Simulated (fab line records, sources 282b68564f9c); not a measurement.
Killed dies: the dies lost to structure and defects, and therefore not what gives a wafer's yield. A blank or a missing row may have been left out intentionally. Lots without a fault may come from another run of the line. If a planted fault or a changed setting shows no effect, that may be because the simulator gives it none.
2 desks, one fault ; flow ritCmos ; each desk holds nothing but its own numbers, with what lay behind them at the end

## FROM THE METROLOGY DESK
What the gauges read, lot by lot, whatever tool the lot ran on: means of the sampled wafers that have a number. Marked OUT: a lot whose mean sits more than 4 standard deviations from the usual mean, which makes it out of limits; the brackets give that distance.
Columns: A = INCOMING_BOW at RIT_ACTIVE_BOW_MEAS_00, usual -1 um; B = ACTIVE_OXIDE_THK at RIT_ACTIVE_THK_MEAS_02, usual 47.5 nm; C = NWELL_OVL at RIT_NWELL_OVL_MEAS_06, usual -0.6 nm; D = PWELL_TW at RIT_PWELL_TW_MEAS_10, usual 947
lot;first seen here;A;B;C;D
L704;day 1 10:01;-2;46.1;-0.7;942
L705;day 1 15:00;7;48.4;1.1;950
L706;day 1 20:00;-3;46.9;0.0;945
L713;day 3 07:02;-3;42.0 (-6.5) OUT;-2.6;940
L715;day 3 17:04;-2;41.4 (-7.2) OUT;-1.6;950
L716;day 3 22:01;-1;48.1;-1.7;950
L717;day 4 03:04;-8;46.9;0.9;947
L718;day 4 08:00;-2;47.8;-0.7;948
L719;day 4 13:00;-0;47.0;-2.9;946
L721;day 4 23:00;-5;46.1;-0.5;943
L722;day 5 04:00;0;48.2;-1.0;953
L724;day 5 14:01;2;48.9;-1.4;946
L726;day 6 00:00;-5;47.5;0.9;949
This desk's finding: out of limits on L713, L715; first on L713, day 3 09:04 (ACTIVE_OXIDE_THK at RIT_ACTIVE_THK_MEAS_02). In limits: L704, L705, L706, L716, L717, L718, L719, L721, L722, L724, L726.

## AT THE TOOL OWNER'S DESK: furnace-01
The tool's own readings at RIT_ACTIVE_OXIDATION_01 (target thk 46.8 nm, ox time 3360 s): means of the sampled wafers that have a number, for each lot that ran on this tool. Marked OUT: a lot whose mean sits more than 4 standard deviations from the usual mean, which makes it out of limits; the brackets give that distance.
Columns: A = spikeTcCentreC at RIT_ACTIVE_OXIDATION_01, usual 1002.1 C; B = spikeTcLoadC at RIT_ACTIVE_OXIDATION_01, usual 1024.8 C
lot;first seen here;A;B
L705;day 1 15:09;1002.0;1024.4
L706;day 1 20:39;1001.5;1025.2
L713;day 3 07:07;1001.4;1024.5
L715;day 3 17:07;1002.2;1026.1
Result from this desk: across the 4 lots, nothing is out of limits.

## BROUGHT TOGETHER
Metrology desk: alarm possible at day 3 09:04 on L713, L715.
The desk of the tool owner found nothing out of limits.
Tool owner's desk: L713, L715 on record, inside its limits.
On furnace-01, each named lot ran RIT_ACTIVE_OXIDATION_01.

## WHAT WAS PUT IN BY THE SIMULATOR
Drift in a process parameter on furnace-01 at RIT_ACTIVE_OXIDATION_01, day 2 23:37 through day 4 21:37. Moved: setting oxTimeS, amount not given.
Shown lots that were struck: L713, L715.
Hours from the fault's start to each desk's first reading out of limits: the metrology desk, 9.
